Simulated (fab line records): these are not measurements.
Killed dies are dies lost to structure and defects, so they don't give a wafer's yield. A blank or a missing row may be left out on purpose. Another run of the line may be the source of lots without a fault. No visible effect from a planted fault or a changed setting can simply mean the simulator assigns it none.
Which of the tools did it? | flow berkeley-cmos170 | 21 wafers sampled from 7 lots at 1 step of a route of 331

WHAT THE GAUGES READ, wafer by wafer
UCB170_CONTACT_THK_MEAS_02.
lot  | measured     | on            | CONTACT_PSG_THK (nm)
L678 | day 8 07:41  | film-metro-04 | 696 691 695
L682 | day 8 17:05  | film-metro-01 | 701 697 701
L680 | day 8 17:07  | film-metro-02 | 708 705 706
L690 | day 11 02:04 | film-metro-01 | 692 699 697
L692 | day 11 02:05 | film-metro-02 | 699 699 695
L697 | day 12 05:00 | film-metro-02 | 702 699 698
L700 | day 13 01:28 | film-metro-01 | 687 687 683

WHAT TOOL EACH LOT RAN ON (gives the tool, then ch and the chambers of the sampled wafers, and finally the start)
There is no process step in the record ahead of these readings.

THE ANSWER, worked out from the rows above alone
Rule: the usual values come from the lots themselves. The widest of any qualifying gaps counts: lots, ordered by their means at a reading, are off when they make up no more than a third of the lots, leave a main group of 4 or more, and stand apart from it by 3 or more times the standard deviation of that group's means. A main group whose means are all the same, to the digits that the tables above print for the reading, isn't used. A lot without any number at a reading at which 4 lots or more have one is off too. Any other lot the step has rows for is counted as sound.
No lot is off at any reading shown: from this, nothing can be told.

WHAT THE SIMULATOR HAD PUT IN
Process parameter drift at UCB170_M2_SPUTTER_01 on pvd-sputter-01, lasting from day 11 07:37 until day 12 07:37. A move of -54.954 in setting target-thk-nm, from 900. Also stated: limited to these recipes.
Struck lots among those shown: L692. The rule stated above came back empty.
